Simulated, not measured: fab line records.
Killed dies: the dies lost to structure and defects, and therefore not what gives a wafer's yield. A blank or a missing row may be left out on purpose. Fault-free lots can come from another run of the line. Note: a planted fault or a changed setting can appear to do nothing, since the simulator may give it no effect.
A single fault, viewed from 2 desks || flow berkeley cmos170 || each desk has only its own numbers; what lay behind them comes last

FOR THE TOOL OWNER'S DESK: wet bench-02
The tool's own readings at UCB170_NWELL_WET_ETCH_00 (etches SiO2 in dHF, time 200 s): means of the sampled wafers that have a number, for each lot that ran on this tool. Marked OUT: a lot whose mean sits more than 4 standard deviations from the usual mean, which makes it out of limits; the brackets give that distance.
Columns: A = bath heat duty pct at UCB170_NWELL_WET_ETCH_00, usual 6.1 %; B = run length s at UCB170_NWELL_WET_ETCH_00, usual 229 s
{"lot": "L196", "first seen here": "day 2 11:49", "A": 6.8, "B": 225}
{"lot": "L199", "first seen here": "day 3 02:29", "A": 5.9, "B": 226}
This desk found nothing out of limits on any of the 2 lots.

THE METROLOGY DESK
What the gauges read for every lot (on any tool): the sampled wafers with a number, averaged. Marked OUT: a lot whose mean sits more than 4 standard deviations from the usual mean, which makes it out of limits; the brackets give that distance.
Columns: A = START_OXIDE_THK at UCB170_START_THK_MEAS_03, usual 20.1 nm; B = NLDD_OVL at UCB170_NLDD_OVL_MEAS_07, usual -2 nm; C = NLDD_TW at UCB170_NLDD_TW_MEAS_11, usual 2187
{"lot": "L193", "first seen here": "day 1 16:24", "A": 19.8, "B": -0, "C": 2214}
{"lot": "L194", "first seen here": "day 1 21:44", "A": 19.9, "B": -8, "C": 2159}
{"lot": "L195", "first seen here": "day 1 21:44", "A": 20.6, "B": -12, "C": 2204}
{"lot": "L196", "first seen here": "day 2 06:20", "A": 19.9, "B": 6, "C": 2159}
{"lot": "L198", "first seen here": "day 2 16:47", "A": 20.4, "B": -1, "C": 2156}
{"lot": "L199", "first seen here": "day 2 21:26", "A": 20.1, "B": -16, "C": 2212}
{"lot": "L202", "first seen here": "day 3 11:23", "A": 20.0, "B": -7, "C": 2205}
{"lot": "L203", "first seen here": "day 3 15:32", "A": 20.3, "B": -3, "C": 2162}
{"lot": "L204", "first seen here": "day 4 00:32", "A": 20.2, "B": 6, "C": 2160}
{"lot": "L211", "first seen here": "day 5 08:43", "A": 20.1, "B": "-", "C": "-"}
{"lot": "L212", "first seen here": "day 5 11:56", "A": 20.4, "B": "-", "C": "-"}
{"lot": "L214", "first seen here": "day 6 00:27", "A": 19.9, "B": -3, "C": 2215}
{"lot": "L215", "first seen here": "day 6 03:10", "A": 20.5, "B": 6, "C": 2215}
{"lot": "L216", "first seen here": "day 6 07:18", "A": 20.2, "B": 1, "C": 2158}
This desk found nothing out of limits on any of the 14 lots.

ALL TOGETHER
Nothing out of limits was seen by the tool owner's desk.
The metrology desk saw nothing out of limits.

WHAT HAD BEEN PUT IN BY THE SIMULATOR
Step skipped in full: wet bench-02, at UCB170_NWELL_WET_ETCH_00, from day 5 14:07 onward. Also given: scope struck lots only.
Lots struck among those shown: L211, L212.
